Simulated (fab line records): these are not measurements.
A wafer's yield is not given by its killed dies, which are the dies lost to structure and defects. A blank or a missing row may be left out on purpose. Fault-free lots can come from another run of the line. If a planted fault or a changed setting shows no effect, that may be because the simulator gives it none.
A lot that was struck, set against a sound lot | flow rit cmos | 29 steps out of a route of 202
Sound: wafers L325.1, L325.4, L325.5. Struck: wafer L336.2 (L336.3, L336.6, from the same lot, were not struck and are left out); the cause is given at the end.
At each step with rows: each side's tool, then ch and its chambers, then its first start. Under that, the readings that differ: sound wafers | struck wafers | difference of the means | sigmas: that difference in standard deviations of wafers without a fault.
alike: words and numbers the same on both sides, and readings whose means are apart by under 2 such deviations; not compared: readings that were withheld, readings missing a value for some wafer, numbers with overlapping values and no deviation given by the record, and bounds like >300 which may hide the same value.
A row with sigmas, a row that says differs or no value, or rows on one side alone: a step with any of these is where the two part. Numbers that don't overlap but have no deviation are shown without sigmas and don't part them. A reading that every wafer of one side lacks parts them only if that side has two wafers or more.

RIT_SDANNEAL_RTA_03: time 5 s.
  sound on rtp anneal-02 ch 0, day 4 18:38; struck on rtp anneal-01 ch 0, day 6 21:41
  alike: wafer_temp_C_max
RIT_SDANNEAL_RS_MEAS_04: measurement is done with a four-point probe.
  sound on film metro-02 at day 4 18:41; struck on film metro-04 at day 6 21:47
  alike: PSD_RS
RIT_SDANNEAL_RS_MEAS_05: measurement is done with a four-point probe.
  sound on film metro-02 at day 4 18:49; struck on film metro-04 at day 6 21:55
  reading         | sound             | struck | difference | sigmas
  NSD_RS (ohm/sq) | 84.36 84.75 84.68 | 83.94  | -0.66      | -3
RIT_SDANNEAL_RS_MEAS_06: measurement is done with a four-point probe.
  sound on film metro-02 at day 4 18:56; struck on film metro-04 at day 6 22:02
  alike: PLDD_RS
RIT_SDANNEAL_RS_MEAS_07: measurement is done with a four-point probe.
  sound on film metro-02 at day 4 19:03; struck on film metro-04 at day 6 22:09
  alike: NLDD_RS
then, 1 step without rows for these wafers: RIT_SILICIDE_WET_ETCH_00 (etches SiO2 in BOE, target depth 14 nm, time 15 s).
RIT_SILICIDE_SPUTTER_01: material Ti, target thk 30 nm, time 240 s.
  sound on pvd sputter-04 at day 4 19:11; struck on pvd sputter-02 at day 6 22:16
  alike: throttle valve pct
RIT_SILICIDE_RS_MEAS_02: measurement is done with a four-point probe.
  sound on film metro-01 at day 4 19:20; struck on film metro-01 at day 6 22:26
  alike: SILICIDE_TI_RS
RIT_SILICIDE_THK_MEAS_03: measures by xrf.
  sound on film metro-01 at day 4 19:27; struck on film metro-01 at day 6 22:33
  alike: SILICIDE_TI_THK
RIT_SILICIDE_RTA_04: time 10 s, ramp up 5 s, ramp down 5 s.
  sound on rtp anneal-01 ch 0, day 4 19:31; struck on rtp anneal-02 ch 0, day 6 22:37
  alike: wafer_temp_C_max
then, 1 step without rows for these wafers: RIT_SILICIDE_WET_ETCH_05 (etches Ti in SPM, time 120 s).
RIT_SILICIDE_RTA_06: time 10 s, ramp up 5 s, ramp down 10 s.
  sound on rtp anneal-02 ch 0, day 4 19:37; struck on rtp anneal-01 ch 0, day 6 22:44
  alike: wafer_temp_C_max
RIT_CONTACT_CVD_00: deposits SiO2 from TEOS, target thk 400 nm, time 61 s.
  sound on pecvd-02 ch 1,2, day 4 19:41; struck on pecvd-02 ch 0, day 6 22:50
  reading                                  | sound             | struck | difference | sigmas
  model.SiO2_of_CONTACT_CVD_00.thk nm (nm) | 403.1 406.2 411.2 | 514    | +107       |
  alike: heater power w
RIT_CONTACT_THK_MEAS_01:
  sound on film metro-04 at day 4 19:44; struck on film metro-04 at day 6 22:54
  reading               | sound       | struck | difference | sigmas
  CONTACT_TEOS_THK (nm) | 403 406 411 | 514    | +107       | +21
then, 6 steps without rows for these wafers: RIT_CONTACT_HMDS_02 (prime time 60 s); RIT_CONTACT_COAT_03 (resist thk 1000 nm); RIT_CONTACT_SOFTBAKE_04 (time 60 s); RIT_CONTACT_EXPOSE_05 (exposes mask M11, target cd 1000 nm); RIT_CONTACT_PEB_06; RIT_CONTACT_DEVELOP_07 (develop time 120 s).
RIT_CONTACT_CD_MEAS_08: target cd 1000 nm.
  sound on cd sem-01 at day 4 20:46; struck on cd sem-02 at day 7 00:04
  reading    | sound             | struck | difference | sigmas
  cd nm (nm) | 999.6 998.4 998.9 | 1003.5 | +4.5       | +2
RIT_CONTACT_OVL_MEAS_09:
  sound on overlay-01 at day 4 20:53; struck on overlay-01 at day 7 00:10
  alike: CONTACT_OVL
then, 1 step without rows for these wafers: RIT_CONTACT_HARDBAKE_10 (time 60 s).
RIT_CONTACT_ETCH_11: etches SiO2 in CHF3/CF4/Ar, stops on TiSi2, target depth 480 nm, time 320 s.
  sound on rie diel-03 ch 0,1,2, day 4 21:21; struck on rie diel-01 ch 2, day 7 00:21
  reading                             | sound             | struck | difference | sigmas
  model.etch.depth nm (nm)            | 403.1 406.2 411.2 | 478.3  | +71.5      |
  model.CONTACT.feature depth nm (nm) | 403.1 406.2 411.2 | 478.3  | +71.5      |
  alike: drypump motor current A, oes product au, throttle valve pct
  not compared: rf hours counter h
RIT_CONTACT_STRIP_12: strips in O2, time 180 s.
  sound on plasma asher-03 ch 0,1, day 4 21:32; struck on plasma asher-02 ch 0, day 7 00:33
  alike: drypump motor current A, o2 flow sccm
  not compared: rf hours counter h
RIT_CONTACT_CD_MEAS_90: target cd 1000 nm.
  sound on cd sem-02 at day 4 21:43; struck on cd sem-01 at day 7 00:44
  reading    | sound             | struck | difference | sigmas
  cd nm (nm) | 999.6 998.0 998.4 | 1003.8 | +5.1       | +2
RIT_CONTACT_CLEAN_13: cleans in SC1, time 600 s.
  sound on wet bench-02 ch 3, day 4 21:50; struck on wet bench-02 ch 3, day 7 00:50
  reading                                  | sound           | struck | difference | sigmas
  model.SiO2_of_CONTACT_CVD_00.thk nm (nm) | 399 402.1 407.1 | 509.9  | +107.2     |
  alike: temp c
then, 1 step without rows for these wafers: RIT_CONTACT_CLEAN_14 (cleans in SC2, time 600 s).
RIT_M1_PROBE_99:
  sound on prober-02 at day 5 02:39; struck on prober-02 at day 7 05:23
  reading            | sound   | struck | difference | sigmas
  killed_at_M0_to_M3 | 0 0 1   | 0      | +0         | -4
  killed at contacts | 0 0 0   | 257    | +257       | +99 or more
  killed dies        | 14 6 13 | 264    | +253       | +87
  killed on rim      | 4 0 3   | 70     | +68        | +48
  alike: killed at front end, killed open, killed short

== WHERE THEY PART ==
At RIT_SDANNEAL_RS_MEAS_05 first; at RIT_M1_PROBE_99 last (within this record only).

WHY: whatever the simulator had introduced
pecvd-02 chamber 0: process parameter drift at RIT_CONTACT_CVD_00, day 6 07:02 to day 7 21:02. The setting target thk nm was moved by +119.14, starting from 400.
